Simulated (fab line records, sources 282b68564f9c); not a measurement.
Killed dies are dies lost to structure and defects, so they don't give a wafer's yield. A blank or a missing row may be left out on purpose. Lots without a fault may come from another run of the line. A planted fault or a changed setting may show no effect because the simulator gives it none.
A struck lot beside a sound one | flow rit_cmos | 15 steps out of a route of 202
Sound: wafers L247.1, L247.2, L247.4. Struck: wafers L260.2, L260.5, L260.6. The cause comes at the end.
At each step with rows: each side's tool, then ch and its chambers, then its first start. Under that, the readings that differ: sound wafers | struck wafers | difference of the means | sigmas: that difference in standard deviations of wafers without a fault.
alike: readings whose means differ by less than 2 such deviations, and words and numbers that are the same on both sides. not compared: withheld readings, readings that some wafer has no value for, bounds like >300 that may hide the same value, and numbers for which the record gives no deviation and whose values overlap.
The two part at a step that has a row with sigmas, a row that says differs or no value, or rows on one side only. Numbers that don't overlap but have no deviation are shown without sigmas and don't part them. A reading that every wafer of one side lacks parts them only if that side has two wafers or more.

RIT_CONTACT_CVD_00: deposits SiO2 from TEOS, target thk 400 nm, time 61 s.
  sound on pecvd-04 ch 0,1,2, day 3 12:19; struck on pecvd-01 ch 0,1,2, day 6 10:01
  alike: heater_power_w
RIT_CONTACT_THK_MEAS_01:
  sound on film_metro-01, day 3 12:22; struck on film_metro-04, day 6 10:05
  alike: CONTACT_TEOS_THK
then, 6 steps without rows for these wafers: RIT_CONTACT_HMDS_02 (prime time 60 s); RIT_CONTACT_COAT_03 (resist thk 1000 nm); RIT_CONTACT_SOFTBAKE_04 (time 60 s); RIT_CONTACT_EXPOSE_05 (exposes mask M11, target cd 1000 nm); RIT_CONTACT_PEB_06; RIT_CONTACT_DEVELOP_07 (develop time 120 s).
RIT_CONTACT_CD_MEAS_08: target cd 1000 nm.
  sound on cd_sem-01, day 3 13:23; struck on cd_sem-01, day 6 11:14
  alike: cd_nm
RIT_CONTACT_OVL_MEAS_09:
  sound on overlay-01, day 3 13:31; struck on overlay-01, day 6 11:21
  alike: CONTACT_OVL
then, 1 step without rows for these wafers: RIT_CONTACT_HARDBAKE_10 (time 60 s).
RIT_CONTACT_ETCH_11: etches SiO2 in CHF3/CF4/Ar, stops on TiSi2, target depth 480 nm, time 320 s.
  sound on rie_diel-04 ch 0,2,3, day 3 13:43; struck on rie_diel-01 ch 0,1, day 6 11:49
  alike: drypump_motor_current_A, oes_product_au, throttle_valve_pct
  not compared: rf_hours_counter_h
RIT_CONTACT_STRIP_12: strips in O2, time 180 s.
  sound on plasma_asher-03 ch 0,1, day 3 13:54; struck on plasma_asher-03 ch 0,1, day 6 12:01
  reading          | sound             | struck            | difference | sigmas
  run_length_s (s) | 209.0 208.4 208.3 | 201.0 200.6 200.6 | -7.8       | -19
  alike: drypump_motor_current_A, o2_flow_sccm
  not compared: rf_hours_counter_h
RIT_CONTACT_CD_MEAS_90: target cd 1000 nm.
  sound on cd_sem-02, day 3 14:05; struck on cd_sem-02, day 6 12:12
  alike: cd_nm
RIT_M1_PROBE_99:
  sound on prober-02, day 3 19:27; struck on prober-02, day 6 16:44
  alike: killed_at_M0_to_M3, killed_at_contacts, killed_at_front_end, killed_dies, killed_open, killed_short

WHERE THEY PART
Only at RIT_CONTACT_STRIP_12, within this record. Later steps at which nothing parts them and some readings are alike: RIT_CONTACT_CD_MEAS_90, RIT_M1_PROBE_99.

WHY: what the simulator had put in
Process parameter drift: plasma_asher-03, from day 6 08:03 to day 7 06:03, at RIT_CONTACT_STRIP_12. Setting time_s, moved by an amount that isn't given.
